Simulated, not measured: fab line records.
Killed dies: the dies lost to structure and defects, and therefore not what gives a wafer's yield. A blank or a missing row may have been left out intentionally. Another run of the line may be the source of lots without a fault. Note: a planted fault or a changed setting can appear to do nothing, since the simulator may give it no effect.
A struck lot beside a sound one + flow rit-cmos + 15 steps out of a route of 202
Sound: these wafers, L349.2, L349.5, L349.6. Struck: wafers L356.4, L356.5, L356.6. The cause comes at the end.
Order at every step that has rows: each side's tool, ch and its chambers, its first start. Under that, the readings that differ: sound wafers + struck wafers + difference of the means + sigmas: that difference in standard deviations of wafers without a fault.
alike: same words and numbers on both sides, and readings whose means sit less than 2 such deviations apart. not compared: any withheld reading, any reading some wafer has no value for, any bound like >300 that may hide the same value, and any number with overlapping values for which the record gives no deviation.
A row with sigmas, a row that says differs or no value, or rows on one side alone: a step with any of these is where the two part. Numbers that don't overlap but have no deviation are shown without sigmas and don't part them. A reading that every wafer of one side lacks parts them only if that side has two wafers or more.

RIT_ACTIVE_BOW_MEAS_00:
  sound on film-metro-02 at day 2 21:01; struck on film-metro-02 at day 4 08:04
  alike: INCOMING_BOW
then, 1 step without rows for these wafers: RIT_ACTIVE_OXIDATION_01 (target thk 46.8 nm, ox time 3360 s).
RIT_ACTIVE_THK_MEAS_02:
  sound on film-metro-04 at day 2 23:18; struck on film-metro-03 at day 4 10:05
  alike: ACTIVE_OXIDE_THK
then, 1 step without rows for these wafers: RIT_ACTIVE_CVD_03 (deposits Si3N4 from SiH2Cl2/NH3, target thk 150 nm, time 1500 s).
RIT_ACTIVE_THK_MEAS_04:
  sound on film-metro-03 at day 3 01:22; struck on film-metro-04 at day 4 11:34
  alike: ACTIVE_NITRIDE_THK
then, 6 steps without rows for these wafers: RIT_ACTIVE_HMDS_05 (prime time 60 s); RIT_ACTIVE_COAT_06 (resist thk 1000 nm); RIT_ACTIVE_SOFTBAKE_07 (time 60 s); RIT_ACTIVE_EXPOSE_08 (exposes mask M1, target cd 1400 nm); RIT_ACTIVE_PEB_09; RIT_ACTIVE_DEVELOP_10 (develop time 50 s).
RIT_ACTIVE_CD_MEAS_11 targets a cd of 1400 nm.
  sound on cd-sem-01 at day 3 02:17; struck on cd-sem-01 at day 4 12:30
  alike: cd-nm
RIT_ACTIVE_HARDBAKE_12: time 60 s.
  sound on litho-track-04 ch 0, day 3 02:25; struck on litho-track-02 ch 0, day 4 12:38
| reading                  | sound                | struck               | difference | sigmas |
|--------------------------|----------------------|----------------------|------------|--------|
| heater-power-total-W (W) | 62.52 62.58 62.51    | 63.99 63.99 64.00    | +1.46      | +35    |
| plate-temp-C (C)         | 139.94 140.16 140.16 | 142.61 142.67 142.50 | +2.51      | +17    |
RIT_ACTIVE_ETCH_13: etches Si3N4 in SF6, stops on SiO2, time 201.2 s, target depth 210 nm.
  sound on rie-diel-03 ch 0,2,3, day 3 02:32; struck on rie-diel-01 ch 1,2, day 4 12:43
| reading               | sound             | struck            | difference | sigmas |
|-----------------------|-------------------|-------------------|------------|--------|
| oes-product-au (a.u.) | 0.811 0.838 0.815 | 0.848 0.854 0.841 | +0.026     | +2     |
  alike: drypump-motor-current-A, throttle-valve-pct
  not compared: rf-hours-counter-h
RIT_M1_PROBE_99:
  sound wafers here have rows in the record (prober-02, day 4 23:00); struck ones have none

## WHERE THEY PART
Earliest at RIT_ACTIVE_HARDBAKE_12; latest, in this record, at RIT_M1_PROBE_99.

WHY: what the simulator had put in
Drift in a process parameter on litho-track-02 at RIT_ACTIVE_HARDBAKE_12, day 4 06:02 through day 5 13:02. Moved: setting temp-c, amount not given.
